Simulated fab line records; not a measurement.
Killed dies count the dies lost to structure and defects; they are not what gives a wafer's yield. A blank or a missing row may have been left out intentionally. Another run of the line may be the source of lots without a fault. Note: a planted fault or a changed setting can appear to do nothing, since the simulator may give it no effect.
Which tool was responsible? || flow berkeleyCmos170 || 6 lots, 18 wafers sampled, at 2 steps of a route of 331

WHAT THE GAUGES READ, wafer by wafer
UCB170_SDANNEAL_RS_MEAS_04: the measuring method here is four-point-probe.
{"lot": "L318", "measured": "day 7 05:13", "on": "filmMetro-04", "PLDD_RS (ohm/sq)": "1029 1029 1029"}
{"lot": "L316", "measured": "day 7 06:07", "on": "filmMetro-04", "PLDD_RS (ohm/sq)": "1034 1036 1032"}
{"lot": "L319", "measured": "day 7 17:34", "on": "filmMetro-01", "PLDD_RS (ohm/sq)": "1031 1032 1032"}
{"lot": "L326", "measured": "day 10 01:23", "on": "filmMetro-04", "PLDD_RS (ohm/sq)": "1115 1118 1116"}
{"lot": "L329", "measured": "day 9 20:08", "on": "filmMetro-01", "PLDD_RS (ohm/sq)": "1124 1121 1121"}
{"lot": "L334", "measured": "day 10 14:31", "on": "filmMetro-03", "PLDD_RS (ohm/sq)": "1031 1028 1031"}

WHICH TOOL RAN EACH LOT (tool, then ch and the chambers of the sampled wafers, then the start)
{"lot": "L318", "UCB170_PLDD_IMPLANT_08": "implanter-01 ch 0, day 6 18:02"}
{"lot": "L316", "UCB170_PLDD_IMPLANT_08": "implanter-04 ch 0, day 6 18:31"}
{"lot": "L319", "UCB170_PLDD_IMPLANT_08": "implanter-01 ch 0, day 7 07:01"}
{"lot": "L326", "UCB170_PLDD_IMPLANT_08": "implanter-04 ch 0, day 8 22:35"}
{"lot": "L329", "UCB170_PLDD_IMPLANT_08": "implanter-04 ch 0, day 9 07:36"}
{"lot": "L334", "UCB170_PLDD_IMPLANT_08": "implanter-01 ch 0, day 10 00:40"}
- UCB170_PLDD_IMPLANT_08

THE ANSWER, worked out from the rows above alone
Rule: what is usual is taken from the lots themselves. The widest of any qualifying gaps counts: lots, ordered by their means at a reading, are off when they make up no more than a third of the lots, leave a main group of 4 or more, and stand apart from it by 3 or more times the standard deviation of that group's means. A main group whose means are all the same, to the digits that the tables above print for the reading, isn't used. A lot without any number at a reading at which 4 lots or more have one is off too. Where the step has rows for the other lots, those lots are counted as sound.
Off: at UCB170_SDANNEAL_RS_MEAS_04 (PLDD_RS), L326, L329. The main group has a mean of 1031 ohm/sq with a standard deviation of 1.9.
If a tool, at a process step before that reading, ran all the lots that are off and no sound lot after the first of them, it fits. Gauges at UCB170_SDANNEAL_RS_MEAS_04: tried the same way as those tools. One fits: implanter-04 at UCB170_PLDD_IMPLANT_08. A fault onset in the window from L316 (day 6 18:31, its last sound lot) to L326 (day 8 22:35, its first lot off) fits.

WHAT THE SIMULATOR HAD PUT IN
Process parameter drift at UCB170_PLDD_IMPLANT_08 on implanter-04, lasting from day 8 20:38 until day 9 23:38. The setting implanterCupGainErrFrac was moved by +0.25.
Lots struck among those shown: L329, L326. The rule above reached the same finding.
